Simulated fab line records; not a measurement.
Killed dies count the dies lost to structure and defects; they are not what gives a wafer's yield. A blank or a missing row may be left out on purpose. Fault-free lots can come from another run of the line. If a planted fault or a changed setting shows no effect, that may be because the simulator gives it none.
Which of the tools did it? :: flow ritCmos :: route of 202 steps, sampled at 1 step: 14 lots, 42 wafers

WHAT THE GAUGES READ, wafer by wafer
RIT_ACTIVE_CD_MEAS_11: target cd 1400 nm. Usual: cdNm reads 1399.9 nm (standard deviation 2.2).
lot: L174
measured: day 1 17:16
on: cdSem-01
cdNm (nm): 1398.0 1397.5 1399.1
flag: 

lot: L175
measured: day 1 19:50
on: cdSem-01
cdNm (nm): 1399.5 1396.6 1399.4
flag: 

lot: L177
measured: day 2 05:50
on: cdSem-02
cdNm (nm): 1401.0 1399.1 1401.2
flag: 

lot: L178
measured: day 2 11:43
on: cdSem-02
cdNm (nm): 1399.5 1398.6 1398.7
flag: 

lot: L179
measured: day 2 16:20
on: cdSem-02
cdNm (nm): 1396.5 1395.5 1394.6
flag: 

lot: L182
measured: day 3 07:19
on: cdSem-02
cdNm (nm): 1401.0 1400.4 1399.6
flag: 

lot: L184
measured: day 3 17:46
on: cdSem-01
cdNm (nm): 1396.1 1396.8 1398.6
flag: 

lot: L185
measured: day 3 21:50
on: cdSem-01
cdNm (nm): 1399.5 1400.1 1401.7
flag: 

lot: L191
measured: day 5 05:14
on: cdSem-02
cdNm (nm): 1402.9 1402.8 1402.5
flag: 

lot: L192
measured: day 5 08:27
on: cdSem-02
cdNm (nm): 1395.5 1394.6 1396.6
flag: 

lot: L194
measured: day 5 20:07
on: cdSem-01
cdNm (nm): 1399.2 1399.7 1399.6
flag: 

lot: L195
measured: day 6 01:52
on: cdSem-01
cdNm (nm): 1398.2 1398.4 1398.1
flag: 

lot: L196
measured: day 6 04:29
on: cdSem-02
cdNm (nm): 1400.6 1403.4 1399.9
flag: 

lot: L197
measured: day 6 10:39
on: cdSem-01
cdNm (nm): 1401.9 1401.7 1404.3
flag: 

TOOL THAT RAN EACH LOT (tool first, then ch and the chambers of the sampled wafers, then the start)
No process step before these readings appears in the record.

AS READ BY THE TOOLS THEMSELVES (means over the sampled wafers that have a number; for cases with no such wafer, the mark the record gives instead)
The record holds no such reading with a usual standard deviation.

THE ANSWER, worked out from the rows above alone
Rule: a lot counts as off when the mean over its wafers that have a number is more than 3 standard deviations away from the usual mean. Also off: a lot with no number at a reading for which 4 or more lots have one. Where the step has rows for the other lots, those lots are counted as sound. First the gauges in route order, then the tools' own readings, where a lot's mean is used as printed above. The first step at which some lot is off is used, and at that step the reading that is off furthest; a lot without a number counts as furthest.
No lot is off on any of the readings shown, so nothing can be concluded from this.

WHAT THE SIMULATOR HAD PUT IN
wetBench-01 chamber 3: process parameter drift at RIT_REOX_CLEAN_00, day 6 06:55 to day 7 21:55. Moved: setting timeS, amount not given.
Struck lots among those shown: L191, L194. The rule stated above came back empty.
